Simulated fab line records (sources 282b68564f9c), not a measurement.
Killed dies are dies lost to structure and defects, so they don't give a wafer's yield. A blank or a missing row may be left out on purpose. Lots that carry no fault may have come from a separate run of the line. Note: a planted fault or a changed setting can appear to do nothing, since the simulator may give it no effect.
fab line records / flow rit-cmos
[record] lots = 6 wafers = 18 last-day = 7
route steps=202 shown ACTIVE@2
lots that met no fault: taken from a fault-free run of the same line
start-h: start of the lot's first displayed wafer, in hours after the record's first day / wait-h: hours from the lot's prior step to this one / " the same as in the row above / L1.1+2: several wafers, shown together as one row / - no value present, or no start provided / * or withheld: withheld / < > ~ a bound
route shown NAME@n: a module of which the file shows steps, and the number in the route of the first / usual: average and standard deviation across the fault-free wafers / same: alike in all rows / chamber/n: place in a boat / sites: per-site readings / _std_site: standard deviation across them / _edge_site: mean of outer sites minus mean of inner sites / radius-mm: how far each site lies from the wafer's centre / mask NAME#n: copy n / behind: tool/chamber where the wafer was last shaped / hold: the reason the lot was held/the length of the hold in hours/how it ended / device: transistor that didn't switch, given as n, p or np / end of line: tests run on the same wafers once the route is complete / a step given without rows: its recipe and nothing more / killed: the dies lost at the first sort to structure and to defects; this is not the yield of the wafer / map: shows each die of a wafer: x if killed, . if not, _ if none is there
set.NAME: the setting as run; set.NAME@STEP: as run at that earlier step / model.NAME: the simulator's own value behind a step, which no gauge read
certain route steps with their lots: each step a table, each wafer a row
services: the hour from which a tool's chamber was out of use, counted from the record's first day as start-h (under 0 if before that day), plus the number of hours and why
[[steps]]
[step RIT_ACTIVE_OXIDATION_01]
[recipe] temp-c = 1000 ambient = O2 target-thk-a = 468 ox-time-s = 3360
[step RIT_ACTIVE_THK_MEAS_02]
[recipe] reads = SiO2_of_ACTIVE_OXIDATION_01
[usual] ACTIVE_OXIDE_THK = 46.8/0.86
lot.wafer=L253.1 tool=film-metro-03 chamber=- start-h=67.05 wait-h=0.0 ACTIVE_OXIDE_THK[nm]=47.1
lot.wafer=L253.3 tool=film-metro-03 chamber=- start-h=67.05 wait-h=0.0 ACTIVE_OXIDE_THK[nm]=46.8
lot.wafer=L253.5 tool=film-metro-03 chamber=- start-h=67.05 wait-h=0.0 ACTIVE_OXIDE_THK[nm]=46.6
lot.wafer=L254.2 tool=film-metro-03 chamber=- start-h=72.94 wait-h=0.0 ACTIVE_OXIDE_THK[nm]=45.7
lot.wafer=L254.4 tool=film-metro-03 chamber=- start-h=72.94 wait-h=0.0 ACTIVE_OXIDE_THK[nm]=46.8
lot.wafer=L254.6 tool=film-metro-03 chamber=- start-h=72.94 wait-h=0.0 ACTIVE_OXIDE_THK[nm]=46.1
lot.wafer=L259.3 tool=film-metro-02 chamber=- start-h=98.25 wait-h=0.0 ACTIVE_OXIDE_THK[nm]=47.0
lot.wafer=L259.4 tool=film-metro-02 chamber=- start-h=98.25 wait-h=0.0 ACTIVE_OXIDE_THK[nm]=47.2
lot.wafer=L259.6 tool=film-metro-02 chamber=- start-h=98.25 wait-h=0.0 ACTIVE_OXIDE_THK[nm]=47.2
lot.wafer=L262.1 tool=film-metro-02 chamber=- start-h=112.38 wait-h=0.0 ACTIVE_OXIDE_THK[nm]=46.4
lot.wafer=L262.3 tool=film-metro-02 chamber=- start-h=112.38 wait-h=0.0 ACTIVE_OXIDE_THK[nm]=45.9
lot.wafer=L262.6 tool=film-metro-02 chamber=- start-h=112.38 wait-h=0.0 ACTIVE_OXIDE_THK[nm]=46.9
lot.wafer=L264.2 tool=film-metro-04 chamber=- start-h=122.92 wait-h=0.0 ACTIVE_OXIDE_THK[nm]=47.8
lot.wafer=L264.3 tool=film-metro-04 chamber=- start-h=122.92 wait-h=0.0 ACTIVE_OXIDE_THK[nm]=48.4
lot.wafer=L264.6 tool=film-metro-04 chamber=- start-h=122.92 wait-h=0.0 ACTIVE_OXIDE_THK[nm]=48.1
lot.wafer=L265.2 tool=film-metro-03 chamber=- start-h=127.92 wait-h=0.0 ACTIVE_OXIDE_THK[nm]=46.7
lot.wafer=L265.5 tool=film-metro-03 chamber=- start-h=127.92 wait-h=0.0 ACTIVE_OXIDE_THK[nm]=46.4
lot.wafer=L265.6 tool=film-metro-03 chamber=- start-h=127.92 wait-h=0.0 ACTIVE_OXIDE_THK[nm]=47.1
[step RIT_ACTIVE_CVD_03]
[recipe] material = Si3N4 target-thk-nm = 150 temp-c = 810 precursor = SiH2Cl2/NH3 time-s = 1500 pressure-mtorr = 300 sih2cl2-flow-sccm = 60 nh3-flow-sccm = 150
[step RIT_ACTIVE_THK_MEAS_04]
[recipe] reads = Si3N4_of_ACTIVE_CVD_03
[usual] ACTIVE_NITRIDE_THK = 150.2/1.2
lot.wafer=L253.1 tool=film-metro-02 chamber=- start-h=68.53 wait-h=0.0 ACTIVE_NITRIDE_THK[nm]=150.0
lot.wafer=L253.3 tool=film-metro-02 chamber=- start-h=68.53 wait-h=0.0 ACTIVE_NITRIDE_THK[nm]=150.6
lot.wafer=L253.5 tool=film-metro-02 chamber=- start-h=68.53 wait-h=0.0 ACTIVE_NITRIDE_THK[nm]=151.0
lot.wafer=L254.2 tool=film-metro-02 chamber=- start-h=74.42 wait-h=0.0 ACTIVE_NITRIDE_THK[nm]=150.5
lot.wafer=L254.4 tool=film-metro-02 chamber=- start-h=74.42 wait-h=0.0 ACTIVE_NITRIDE_THK[nm]=150.9
lot.wafer=L254.6 tool=film-metro-02 chamber=- start-h=74.42 wait-h=0.0 ACTIVE_NITRIDE_THK[nm]=149.6
lot.wafer=L259.3 tool=film-metro-03 chamber=- start-h=99.73 wait-h=0.0 ACTIVE_NITRIDE_THK[nm]=148.3
lot.wafer=L259.4 tool=film-metro-03 chamber=- start-h=99.73 wait-h=0.0 ACTIVE_NITRIDE_THK[nm]=149.5
lot.wafer=L259.6 tool=film-metro-03 chamber=- start-h=99.73 wait-h=0.0 ACTIVE_NITRIDE_THK[nm]=149.2
lot.wafer=L262.1 tool=film-metro-03 chamber=- start-h=113.86 wait-h=0.0 ACTIVE_NITRIDE_THK[nm]=150.2
lot.wafer=L262.3 tool=film-metro-03 chamber=- start-h=113.86 wait-h=0.0 ACTIVE_NITRIDE_THK[nm]=151.8
lot.wafer=L262.6 tool=film-metro-03 chamber=- start-h=113.86 wait-h=0.0 ACTIVE_NITRIDE_THK[nm]=148.4
lot.wafer=L264.2 tool=film-metro-04 chamber=- start-h=124.40 wait-h=0.0 ACTIVE_NITRIDE_THK[nm]=150.4
lot.wafer=L264.3 tool=film-metro-04 chamber=- start-h=124.40 wait-h=0.0 ACTIVE_NITRIDE_THK[nm]=151.0
lot.wafer=L264.6 tool=film-metro-04 chamber=- start-h=124.40 wait-h=0.0 ACTIVE_NITRIDE_THK[nm]=149.7
lot.wafer=L265.2 tool=film-metro-03 chamber=- start-h=129.39 wait-h=0.0 ACTIVE_NITRIDE_THK[nm]=148.1
lot.wafer=L265.5 tool=film-metro-03 chamber=- start-h=129.39 wait-h=0.0 ACTIVE_NITRIDE_THK[nm]=147.7
lot.wafer=L265.6 tool=film-metro-03 chamber=- start-h=129.39 wait-h=0.0 ACTIVE_NITRIDE_THK[nm]=149.4
[step RIT_ACTIVE_HMDS_05]
[recipe] prime-time-s = 60 prime-temp-c = 140
[step RIT_ACTIVE_COAT_06]
[recipe] resist = NOVOLAK spin-rpm = 3250 resist-thk-nm = 1000
[step RIT_ACTIVE_SOFTBAKE_07]
[recipe] resist = NOVOLAK temp-c = 90 time-s = 60
[step RIT_ACTIVE_EXPOSE_08]
[recipe] mask-id = M1 na = 0.6 source-shape = conventional sigma-outer = 0.6 target-cd-nm = 1400 dose-mj = 225
[step RIT_ACTIVE_PEB_09]
[recipe] resist = NOVOLAK temp-c = withheld time-s = withheld
[step RIT_ACTIVE_DEVELOP_10]
[recipe] resist = NOVOLAK develop-time-s = 50 dev-temp-c = 23
[step RIT_ACTIVE_CD_MEAS_11]
[recipe] target-cd-nm = 1400
[usual] cd-nm = 1400.3/2.3
lot.wafer=L253.1 tool=cd-sem-02 chamber=- start-h=69.56 wait-h=- cd-nm=1399.9
lot.wafer=L253.3 tool=cd-sem-02 chamber=- start-h=69.56 wait-h=- cd-nm=1398.5
lot.wafer=L253.5 tool=cd-sem-02 chamber=- start-h=69.56 wait-h=- cd-nm=1398.3
lot.wafer=L254.2 tool=cd-sem-02 chamber=- start-h=75.46 wait-h=- cd-nm=1403.0
lot.wafer=L254.4 tool=cd-sem-02 chamber=- start-h=75.46 wait-h=- cd-nm=1404.6
lot.wafer=L254.6 tool=cd-sem-02 chamber=- start-h=75.46 wait-h=- cd-nm=1402.9
lot.wafer=L259.3 tool=cd-sem-02 chamber=- start-h=100.66 wait-h=- cd-nm=1400.3
lot.wafer=L259.4 tool=cd-sem-02 chamber=- start-h=100.66 wait-h=- cd-nm=1400.9
lot.wafer=L259.6 tool=cd-sem-02 chamber=- start-h=100.66 wait-h=- cd-nm=1401.7
lot.wafer=L262.1 tool=cd-sem-02 chamber=- start-h=114.87 wait-h=- cd-nm=1403.3
lot.wafer=L262.3 tool=cd-sem-02 chamber=- start-h=114.87 wait-h=- cd-nm=1401.2
lot.wafer=L262.6 tool=cd-sem-02 chamber=- start-h=114.87 wait-h=- cd-nm=1400.7
lot.wafer=L264.2 tool=cd-sem-01 chamber=- start-h=125.44 wait-h=- cd-nm=1403.3
lot.wafer=L264.3 tool=cd-sem-01 chamber=- start-h=125.44 wait-h=- cd-nm=1401.7
lot.wafer=L264.6 tool=cd-sem-01 chamber=- start-h=125.44 wait-h=- cd-nm=1402.1
lot.wafer=L265.2 tool=cd-sem-02 chamber=- start-h=130.31 wait-h=- cd-nm=1399.6
lot.wafer=L265.5 tool=cd-sem-02 chamber=- start-h=130.31 wait-h=- cd-nm=1402.4
lot.wafer=L265.6 tool=cd-sem-02 chamber=- start-h=130.31 wait-h=- cd-nm=1399.2
[step RIT_ACTIVE_HARDBAKE_12]
[recipe] resist = NOVOLAK temp-c = 140 time-s = 60
[step RIT_ACTIVE_ETCH_13]
[recipe] stop-on = SiO2 chemistry = SF6 target = Si3N4 time-s = 210 over-etch-frac = 0.4 SF6_flow_sccm = 200 pressure-mtorr = 260 rf-w = 125 target-depth-a = 2100
[usual] drypump-motor-current-A = 5.6/0.53 oes-product-au = 0.815/0.014 rf-fwd-power-W = 124.6/0.39 throttle-valve-pct = 7.49/0.13
lot.wafer=L253.1 tool=rie-diel-01 chamber=1 start-h=69.83 wait-h=0.1 drypump-motor-current-A=5.6 oes-product-au=0.818 rf-fwd-power-W=124.9 rf-hours-counter-h=36 throttle-valve-pct=7.48 model.NOVOLAK_of_ACTIVE_COAT_06.thk-nm=654.9 model.SiO2_of_ACTIVE_OXIDATION_01.thk-nm=46.43 model.ACTIVE.feature-depth-nm=150.7
lot.wafer=L253.3 tool=rie-diel-01 chamber=2 start-h=69.83 wait-h=0.1 drypump-motor-current-A=5.3 oes-product-au=0.804 rf-fwd-power-W=124.4 rf-hours-counter-h=8 throttle-valve-pct=7.57 model.NOVOLAK_of_ACTIVE_COAT_06.thk-nm=658 model.SiO2_of_ACTIVE_OXIDATION_01.thk-nm=46.75 model.ACTIVE.feature-depth-nm=150.7
lot.wafer=L253.5 tool=rie-diel-01 chamber=2 start-h=69.83 wait-h=0.1 drypump-motor-current-A=5.3 oes-product-au=0.804 rf-fwd-power-W=124.3 rf-hours-counter-h=- throttle-valve-pct=7.58 model.NOVOLAK_of_ACTIVE_COAT_06.thk-nm=660.8 model.SiO2_of_ACTIVE_OXIDATION_01.thk-nm=46.63 model.ACTIVE.feature-depth-nm=150.9
lot.wafer=L254.2 tool=rie-diel-02 chamber=3 start-h=75.71 wait-h=0.1 drypump-motor-current-A=5.6 oes-product-au=0.819 rf-fwd-power-W=124.9 rf-hours-counter-h=132 throttle-valve-pct=7.44 model.NOVOLAK_of_ACTIVE_COAT_06.thk-nm=658.1 model.SiO2_of_ACTIVE_OXIDATION_01.thk-nm=45.71 model.ACTIVE.feature-depth-nm=150.4
lot.wafer=L254.4 tool=rie-diel-02 chamber=2 start-h=75.71 wait-h=0.1 drypump-motor-current-A=5.2 oes-product-au=0.833 rf-fwd-power-W=124.9 rf-hours-counter-h=119 throttle-valve-pct=7.62 model.NOVOLAK_of_ACTIVE_COAT_06.thk-nm=660.7 model.SiO2_of_ACTIVE_OXIDATION_01.thk-nm=46.31 model.ACTIVE.feature-depth-nm=151.4
lot.wafer=L254.6 tool=rie-diel-02 chamber=1 start-h=75.71 wait-h=0.1 drypump-motor-current-A=6.3 oes-product-au=0.791 rf-fwd-power-W=124.9 rf-hours-counter-h=- throttle-valve-pct=7.63 model.NOVOLAK_of_ACTIVE_COAT_06.thk-nm=656.8 model.SiO2_of_ACTIVE_OXIDATION_01.thk-nm=46.14 model.ACTIVE.feature-depth-nm=149.5
lot.wafer=L259.3 tool=rie-diel-04 chamber=3 start-h=100.97 wait-h=0.1 drypump-motor-current-A=6.7 oes-product-au=0.831 rf-fwd-power-W=124.5 rf-hours-counter-h=86 throttle-valve-pct=7.42 model.NOVOLAK_of_ACTIVE_COAT_06.thk-nm=643.3 model.SiO2_of_ACTIVE_OXIDATION_01.thk-nm=45.45 model.ACTIVE.feature-depth-nm=149.8
lot.wafer=L259.4 tool=rie-diel-04 chamber=1 start-h=100.97 wait-h=0.1 drypump-motor-current-A=5.6 oes-product-au=0.803 rf-fwd-power-W=124.5 rf-hours-counter-h=133 throttle-valve-pct=7.77 model.NOVOLAK_of_ACTIVE_COAT_06.thk-nm=669 model.SiO2_of_ACTIVE_OXIDATION_01.thk-nm=47.22 model.ACTIVE.feature-depth-nm=149.5
lot.wafer=L259.6 tool=rie-diel-04 chamber=3 start-h=100.97 wait-h=0.1 drypump-motor-current-A=6.7 oes-product-au=0.839 rf-fwd-power-W=124.6 rf-hours-counter-h=- throttle-valve-pct=7.41 model.NOVOLAK_of_ACTIVE_COAT_06.thk-nm=642.5 model.SiO2_of_ACTIVE_OXIDATION_01.thk-nm=45.57 model.ACTIVE.feature-depth-nm=150.9
lot.wafer=L262.1 tool=rie-diel-02 chamber=2 start-h=115.22 wait-h=0.1 drypump-motor-current-A=5.1 oes-product-au=0.832 rf-fwd-power-W=174.8 rf-hours-counter-h=119 throttle-valve-pct=7.62 model.NOVOLAK_of_ACTIVE_COAT_06.thk-nm=563.3 model.SiO2_of_ACTIVE_OXIDATION_01.thk-nm=0 model.ACTIVE.feature-depth-nm=196.5
lot.wafer=L262.3 tool=rie-diel-02 chamber=3 start-h=115.22 wait-h=0.1 drypump-motor-current-A=5.6 oes-product-au=0.824 rf-fwd-power-W=124.6 rf-hours-counter-h=133 throttle-valve-pct=7.46 model.NOVOLAK_of_ACTIVE_COAT_06.thk-nm=659.8 model.SiO2_of_ACTIVE_OXIDATION_01.thk-nm=45.83 model.ACTIVE.feature-depth-nm=151.8
lot.wafer=L262.6 tool=rie-diel-02 chamber=0 start-h=115.22 wait-h=0.1 drypump-motor-current-A=4.9 oes-product-au=0.790 rf-fwd-power-W=124.5 rf-hours-counter-h=- throttle-valve-pct=7.22 model.NOVOLAK_of_ACTIVE_COAT_06.thk-nm=659.6 model.SiO2_of_ACTIVE_OXIDATION_01.thk-nm=45.79 model.ACTIVE.feature-depth-nm=149.4
lot.wafer=L264.2 tool=rie-diel-02 chamber=2 start-h=125.69 wait-h=0.1 drypump-motor-current-A=5.1 oes-product-au=0.837 rf-fwd-power-W=173.9 rf-hours-counter-h=120 throttle-valve-pct=7.63 model.NOVOLAK_of_ACTIVE_COAT_06.thk-nm=565.2 model.SiO2_of_ACTIVE_OXIDATION_01.thk-nm=0 model.ACTIVE.feature-depth-nm=198.2
lot.wafer=L264.3 tool=rie-diel-02 chamber=0 start-h=125.69 wait-h=0.1 drypump-motor-current-A=5.0 oes-product-au=0.803 rf-fwd-power-W=124.3 rf-hours-counter-h=6 throttle-valve-pct=7.20 model.NOVOLAK_of_ACTIVE_COAT_06.thk-nm=661.4 model.SiO2_of_ACTIVE_OXIDATION_01.thk-nm=47.36 model.ACTIVE.feature-depth-nm=152.1
lot.wafer=L264.6 tool=rie-diel-02 chamber=3 start-h=125.69 wait-h=0.1 drypump-motor-current-A=5.5 oes-product-au=0.817 rf-fwd-power-W=124.5 rf-hours-counter-h=- throttle-valve-pct=7.46 model.NOVOLAK_of_ACTIVE_COAT_06.thk-nm=660.4 model.SiO2_of_ACTIVE_OXIDATION_01.thk-nm=48.12 model.ACTIVE.feature-depth-nm=149.8
lot.wafer=L265.2 tool=rie-diel-04 chamber=0 start-h=130.56 wait-h=0.1 drypump-motor-current-A=5.7 oes-product-au=0.810 rf-fwd-power-W=124.3 rf-hours-counter-h=5 throttle-valve-pct=7.46 model.NOVOLAK_of_ACTIVE_COAT_06.thk-nm=667.2 model.SiO2_of_ACTIVE_OXIDATION_01.thk-nm=46.75 model.ACTIVE.feature-depth-nm=148.1
lot.wafer=L265.5 tool=rie-diel-04 chamber=0 start-h=130.56 wait-h=0.1 drypump-motor-current-A=5.8 oes-product-au=0.811 rf-fwd-power-W=124.5 rf-hours-counter-h=- throttle-valve-pct=7.47 model.NOVOLAK_of_ACTIVE_COAT_06.thk-nm=666.1 model.SiO2_of_ACTIVE_OXIDATION_01.thk-nm=46.36 model.ACTIVE.feature-depth-nm=147.7
lot.wafer=L265.6 tool=rie-diel-04 chamber=3 start-h=130.56 wait-h=0.1 drypump-motor-current-A=6.8 oes-product-au=0.829 rf-fwd-power-W=124.9 rf-hours-counter-h=- throttle-valve-pct=7.40 model.NOVOLAK_of_ACTIVE_COAT_06.thk-nm=647 model.SiO2_of_ACTIVE_OXIDATION_01.thk-nm=45.58 model.ACTIVE.feature-depth-nm=150.9
[step RIT_ACTIVE_STRIP_14]
[recipe] chemistry = O2 time-s = 180 resist = NOVOLAK platen-temp-c = withheld power-w = 500 pressure-mtorr = 4000 o2-flow-sccm = 4000
[usual] drypump-motor-current-A = 5.70/0.27 rf-refl-power-W = 7.3/1.6
lot.wafer=L253.1 tool=plasma-asher-01 chamber=0 start-h=69.97 wait-h=0.1 drypump-motor-current-A=5.34 rf-hours-counter-h=44 rf-refl-power-W=6.0
lot.wafer=L253.3 tool=plasma-asher-01 chamber=1 start-h=69.97 wait-h=0.1 drypump-motor-current-A=5.53 rf-hours-counter-h=- rf-refl-power-W=4.4
lot.wafer=L253.5 tool=plasma-asher-01 chamber=0 start-h=69.97 wait-h=0.1 drypump-motor-current-A=5.34 rf-hours-counter-h=- rf-refl-power-W=6.6
lot.wafer=L254.2 tool=plasma-asher-03 chamber=1 start-h=75.85 wait-h=0.1 drypump-motor-current-A=5.99 rf-hours-counter-h=41 rf-refl-power-W=7.7
lot.wafer=L254.4 tool=plasma-asher-03 chamber=1 start-h=75.85 wait-h=0.1 drypump-motor-current-A=6.00 rf-hours-counter-h=- rf-refl-power-W=7.6
lot.wafer=L254.6 tool=plasma-asher-03 chamber=1 start-h=75.85 wait-h=0.1 drypump-motor-current-A=6.02 rf-hours-counter-h=- rf-refl-power-W=7.8
lot.wafer=L259.3 tool=plasma-asher-01 chamber=1 start-h=101.17 wait-h=0.1 drypump-motor-current-A=5.51 rf-hours-counter-h=- rf-refl-power-W=4.6
lot.wafer=L259.4 tool=plasma-asher-01 chamber=0 start-h=101.17 wait-h=0.1 drypump-motor-current-A=5.32 rf-hours-counter-h=- rf-refl-power-W=6.7
lot.wafer=L259.6 tool=plasma-asher-01 chamber=1 start-h=101.17 wait-h=0.1 drypump-motor-current-A=5.53 rf-hours-counter-h=- rf-refl-power-W=4.2
lot.wafer=L262.1 tool=plasma-asher-04 chamber=0 start-h=115.36 wait-h=0.1 drypump-motor-current-A=5.53 rf-hours-counter-h=33 rf-refl-power-W=8.8
lot.wafer=L262.3 tool=plasma-asher-04 chamber=0 start-h=115.36 wait-h=0.1 drypump-motor-current-A=5.52 rf-hours-counter-h=- rf-refl-power-W=8.9
lot.wafer=L262.6 tool=plasma-asher-04 chamber=0 start-h=115.36 wait-h=0.1 drypump-motor-current-A=5.52 rf-hours-counter-h=- rf-refl-power-W=8.7
lot.wafer=L264.2 tool=plasma-asher-04 chamber=1 start-h=125.82 wait-h=0.1 drypump-motor-current-A=6.09 rf-hours-counter-h=34 rf-refl-power-W=5.9
lot.wafer=L264.3 tool=plasma-asher-04 chamber=0 start-h=125.82 wait-h=0.1 drypump-motor-current-A=5.55 rf-hours-counter-h=- rf-refl-power-W=8.8
lot.wafer=L264.6 tool=plasma-asher-04 chamber=1 start-h=125.82 wait-h=0.1 drypump-motor-current-A=6.07 rf-hours-counter-h=- rf-refl-power-W=6.0
lot.wafer=L265.2 tool=plasma-asher-01 chamber=1 start-h=130.70 wait-h=0.1 drypump-motor-current-A=5.51 rf-hours-counter-h=1 rf-refl-power-W=4.4
lot.wafer=L265.5 tool=plasma-asher-01 chamber=1 start-h=130.70 wait-h=0.1 drypump-motor-current-A=5.51 rf-hours-counter-h=- rf-refl-power-W=4.3
lot.wafer=L265.6 tool=plasma-asher-01 chamber=0 start-h=130.70 wait-h=0.1 drypump-motor-current-A=5.31 rf-hours-counter-h=- rf-refl-power-W=6.3
[[services]]
tool=rie-diel-04 chamber=1 start-h=47.57 hours=5.1 kind=repair
tool=rie-diel-02 chamber=0 start-h=49.54 hours=5.2 kind=repair
tool=rie-diel-02 chamber=- start-h=56.05 hours=0.4 kind=repair
tool=rie-diel-04 chamber=2 start-h=63.02 hours=- kind=clean
tool=rie-diel-04 chamber=2 start-h=63.02 hours=15.6 kind=scheduled-down
tool=rie-diel-04 chamber=2 start-h=63.02 hours=15.6 kind=vent-cycle
tool=rie-diel-01 chamber=3 start-h=63.98 hours=7.8 kind=repair
tool=rie-diel-02 chamber=- start-h=64.35 hours=0.7 kind=repair
tool=rie-diel-04 chamber=0 start-h=76.60 hours=4.9 kind=repair
tool=rie-diel-04 chamber=1 start-h=82.63 hours=4.9 kind=repair
tool=plasma-asher-01 chamber=- start-h=103.58 hours=5.6 kind=repair
tool=plasma-asher-01 chamber=- start-h=109.20 hours=9.0 kind=pm
tool=plasma-asher-01 chamber=0 start-h=109.20 hours=9.0 kind=vent-cycle
tool=plasma-asher-01 chamber=1 start-h=109.20 hours=9.0 kind=vent-cycle
tool=rie-diel-01 chamber=1 start-h=114.14 hours=8.1 kind=repair
tool=plasma-asher-01 chamber=0 start-h=118.20 hours=- kind=clean
tool=plasma-asher-01 chamber=1 start-h=118.20 hours=- kind=clean
[[key]]
[first-sign] step = RIT_ACTIVE_ETCH_13 reading = rf-fwd-power-W direction = up sigmas = 99+ usual = 124.6 struck = 174.4
effect none on later readings
[model-effect] step = RIT_ACTIVE_ETCH_13 value = NOVOLAK_of_ACTIVE_COAT_06.thk-nm without = 656.9 struck = 564.2
met-at RIT_ACTIVE_ETCH_13
struck-wafers L262.1,L264.2
later-rows-left-out L262.1,L264.2
sort-left-out L262.1,L264.2
tester-left-out L262,L264
onset-between 75.71 115.22
[fault] kind = process-parameter-drift tool = rie-diel-02 chamber = 2 onset-h = 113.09 steps = RIT_ACTIVE_ETCH_13 channel = rf-w offset = 50 shape = step end-h = 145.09 acts-in = these-recipes-only stated = 125
// tester-left-out: of these lots the tester's yield and bins aren't shown, on N5 and GAA mostly nor the transistor test; their killed dies are dies lost to structure and defects alone, not to doping, threshold or leakage, so they don't give the yield
// sort-left-out: the simulated sort isn't trusted on such a fault, so these wafers' sort isn't shown, and their yield isn't known
// later-rows-left-out: the simulator's readings of these wafers behind a module that went badly wrong aren't trusted and aren't shown, but for the sort
